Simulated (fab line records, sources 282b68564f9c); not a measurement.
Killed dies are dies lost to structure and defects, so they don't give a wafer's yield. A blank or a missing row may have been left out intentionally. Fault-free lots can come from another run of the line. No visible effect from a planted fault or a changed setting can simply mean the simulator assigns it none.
Split-lot experiment / flow rit cmos / 23 wafers read across 5 lots, on a route 202 steps long

ABOUT THE SPLIT
At RIT_M1_COAT_04 (resist thk 1300 nm), the setting resist thk nm was moved away from the recipe's 1300 nm on 5 of the 23 wafers read, by -3.2% to -2.6%. All remaining wafers had this setting at the recipe value.

FROM THE SPLIT TO THE READING: what the file shows between them, 2 steps
- RIT_M1_SOFTBAKE_05: time 60 s
- RIT_M1_EXPOSE_06: exposes mask M12, target cd 2600 nm

THE READING
NOVOLAK_of_M1_COAT_04.thk nm (the simulator's own value, which no gauge read), in nm, at RIT_M1_HARDBAKE_11 (time 120 s). The file gives no usual value for it. The 18 wafers here that ran the recipe average 1137 nm, standard deviation 2.5 nm.

wafer=L076.1; tool, chamber at the split=litho track-04, 0; resist thk nm as run, nm=1258; against the recipe=-3.2%; NOVOLAK_of_M1_COAT_04.thk nm, nm=1104; against lot-mates on the recipe=-34
wafer=L076.2; tool, chamber at the split=litho track-04, 0; resist thk nm as run, nm=1258; against the recipe=-3.2%; NOVOLAK_of_M1_COAT_04.thk nm, nm=1105; against lot-mates on the recipe=-34
wafer=L076.3; tool, chamber at the split=litho track-04, 0; resist thk nm as run, nm=1258; against the recipe=-3.2%; NOVOLAK_of_M1_COAT_04.thk nm, nm=1101; against lot-mates on the recipe=-38
wafer=L076.4; tool, chamber at the split=litho track-04, 0; resist thk nm as run, nm=1300; against the recipe=recipe; NOVOLAK_of_M1_COAT_04.thk nm, nm=1138; against lot-mates on the recipe=-
wafer=L076.5; tool, chamber at the split=litho track-04, 0; resist thk nm as run, nm=1300; against the recipe=recipe; NOVOLAK_of_M1_COAT_04.thk nm, nm=1139; against lot-mates on the recipe=-
wafer=L080.1; tool, chamber at the split=litho track-04, 0; resist thk nm as run, nm=1300; against the recipe=recipe; NOVOLAK_of_M1_COAT_04.thk nm, nm=1136; against lot-mates on the recipe=-
wafer=L080.6; tool, chamber at the split=litho track-04, 0; resist thk nm as run, nm=1300; against the recipe=recipe; NOVOLAK_of_M1_COAT_04.thk nm, nm=1136; against lot-mates on the recipe=-
wafer=L080.2; tool, chamber at the split=litho track-04, 0; resist thk nm as run, nm=1300; against the recipe=recipe; NOVOLAK_of_M1_COAT_04.thk nm, nm=1137; against lot-mates on the recipe=-
wafer=L080.3; tool, chamber at the split=litho track-04, 0; resist thk nm as run, nm=1300; against the recipe=recipe; NOVOLAK_of_M1_COAT_04.thk nm, nm=1135; against lot-mates on the recipe=-
wafer=L080.4; tool, chamber at the split=litho track-04, 0; resist thk nm as run, nm=1300; against the recipe=recipe; NOVOLAK_of_M1_COAT_04.thk nm, nm=1135; against lot-mates on the recipe=-
wafer=L082.1; tool, chamber at the split=litho track-04, 0; resist thk nm as run, nm=1300; against the recipe=recipe; NOVOLAK_of_M1_COAT_04.thk nm, nm=1141; against lot-mates on the recipe=-
wafer=L082.6; tool, chamber at the split=litho track-04, 0; resist thk nm as run, nm=1300; against the recipe=recipe; NOVOLAK_of_M1_COAT_04.thk nm, nm=1141; against lot-mates on the recipe=-
wafer=L082.2; tool, chamber at the split=litho track-04, 0; resist thk nm as run, nm=1300; against the recipe=recipe; NOVOLAK_of_M1_COAT_04.thk nm, nm=1142; against lot-mates on the recipe=-
wafer=L083.1; tool, chamber at the split=litho track-03, 0; resist thk nm as run, nm=1266; against the recipe=-2.6%; NOVOLAK_of_M1_COAT_04.thk nm, nm=1110; against lot-mates on the recipe=-27
wafer=L083.2; tool, chamber at the split=litho track-03, 0; resist thk nm as run, nm=1300; against the recipe=recipe; NOVOLAK_of_M1_COAT_04.thk nm, nm=1137; against lot-mates on the recipe=-
wafer=L083.4; tool, chamber at the split=litho track-03, 0; resist thk nm as run, nm=1300; against the recipe=recipe; NOVOLAK_of_M1_COAT_04.thk nm, nm=1138; against lot-mates on the recipe=-
wafer=L083.5; tool, chamber at the split=litho track-03, 0; resist thk nm as run, nm=1300; against the recipe=recipe; NOVOLAK_of_M1_COAT_04.thk nm, nm=1135; against lot-mates on the recipe=-
wafer=L083.6; tool, chamber at the split=litho track-03, 0; resist thk nm as run, nm=1266; against the recipe=-2.6%; NOVOLAK_of_M1_COAT_04.thk nm, nm=1107; against lot-mates on the recipe=-30
wafer=L084.1; tool, chamber at the split=litho track-01, 0; resist thk nm as run, nm=1300; against the recipe=recipe; NOVOLAK_of_M1_COAT_04.thk nm, nm=1132; against lot-mates on the recipe=-
wafer=L084.2; tool, chamber at the split=litho track-01, 0; resist thk nm as run, nm=1300; against the recipe=recipe; NOVOLAK_of_M1_COAT_04.thk nm, nm=1136; against lot-mates on the recipe=-
wafer=L084.3; tool, chamber at the split=litho track-01, 0; resist thk nm as run, nm=1300; against the recipe=recipe; NOVOLAK_of_M1_COAT_04.thk nm, nm=1136; against lot-mates on the recipe=-
wafer=L084.5; tool, chamber at the split=litho track-01, 0; resist thk nm as run, nm=1300; against the recipe=recipe; NOVOLAK_of_M1_COAT_04.thk nm, nm=1136; against lot-mates on the recipe=-
wafer=L084.4; tool, chamber at the split=litho track-01, 0; resist thk nm as run, nm=1300; against the recipe=recipe; NOVOLAK_of_M1_COAT_04.thk nm, nm=1134; against lot-mates on the recipe=-

THE FIT
A straight line over all 23 wafers: NOVOLAK_of_M1_COAT_04.thk nm changes by +10.5 nm for each +1% of resist thk nm; r = +0.98; the points scatter about the line by 2.5 nm.
The same after taking each lot's own level away (the mean of its wafers on the recipe; 23 wafers): +10.9 nm for each +1%; r = +1.00; scatter 1.3 nm.
The reading moves by 35 nm for the largest change in resist thk nm, on that fit.
Measured against the standard deviation above, the lots' own levels, which go from 1134.8 to 1141.3 nm, span 2.6 times it.
The two slopes agree, so the slope changes little with the lot-to-lot level.
Check: with one of the wafers moved furthest among these (-3.2%) left out of the fit, the line predicts -35.2 nm for it against its lot-mates. Against them it came out at -34.5 nm.

THESE WAFERS: OTHER SPLITS
Before the reading, these wafers also passed through other splits. Each is held against what the fit with the lots' levels taken away leaves over:
other split on the same wafers=RIT_SPACER_ETCHBACK_05 time s; wafers away from the commonest value=7; r with NOVOLAK_of_M1_COAT_04.thk nm (lot level and that fit taken away)=+0.19
other split on the same wafers=RIT_NSD_IMPLANT_08 dose cm2; wafers away from the commonest value=5; r with NOVOLAK_of_M1_COAT_04.thk nm (lot level and that fit taken away)=+0.07
other split on the same wafers=RIT_SDANNEAL_CLEAN_02 time s; wafers away from the commonest value=10; r with NOVOLAK_of_M1_COAT_04.thk nm (lot level and that fit taken away)=-0.04
other split on the same wafers=RIT_SILICIDE_SPUTTER_01 power w; wafers away from the commonest value=8; r with NOVOLAK_of_M1_COAT_04.thk nm (lot level and that fit taken away)=+0.15
other split on the same wafers=RIT_CONTACT_SOFTBAKE_04 temp c; wafers away from the commonest value=6; r with NOVOLAK_of_M1_COAT_04.thk nm (lot level and that fit taken away)=-0.08

THE WHOLE CHAIN: every reading that the file lists as answering this split, in the file's order
step=RIT_M1_COAT_04; what it does=resist thk 1300 nm; reading=NOVOLAK_of_M1_COAT_04.thk nm (the simulator's own value, which no gauge read); change (the file's fit)=+12.6 nm for each +1% of the setting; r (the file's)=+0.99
step=RIT_M1_HARDBAKE_11; what it does=time 120 s; reading=NOVOLAK_of_M1_COAT_04.thk nm (the simulator's own value, which no gauge read); change (the file's fit)=+10.8 nm for each +1% of the setting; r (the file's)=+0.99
step=RIT_M1_METAL_ETCH_12; what it does=etches Al in Cl2/BCl3, stops on SiO2, time 165 s, target depth 600 nm; reading=NOVOLAK_of_M1_COAT_04.thk nm (the simulator's own value, which no gauge read); change (the file's fit)=+11 nm for each +1% of the setting, in a fit together with rf w@M1_METAL_ETCH_12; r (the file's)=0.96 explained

THE FILE'S OWN FIT
NOVOLAK_of_M1_COAT_04.thk nm changes by +10.8 nm for each +1% of resist thk nm, r = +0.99.
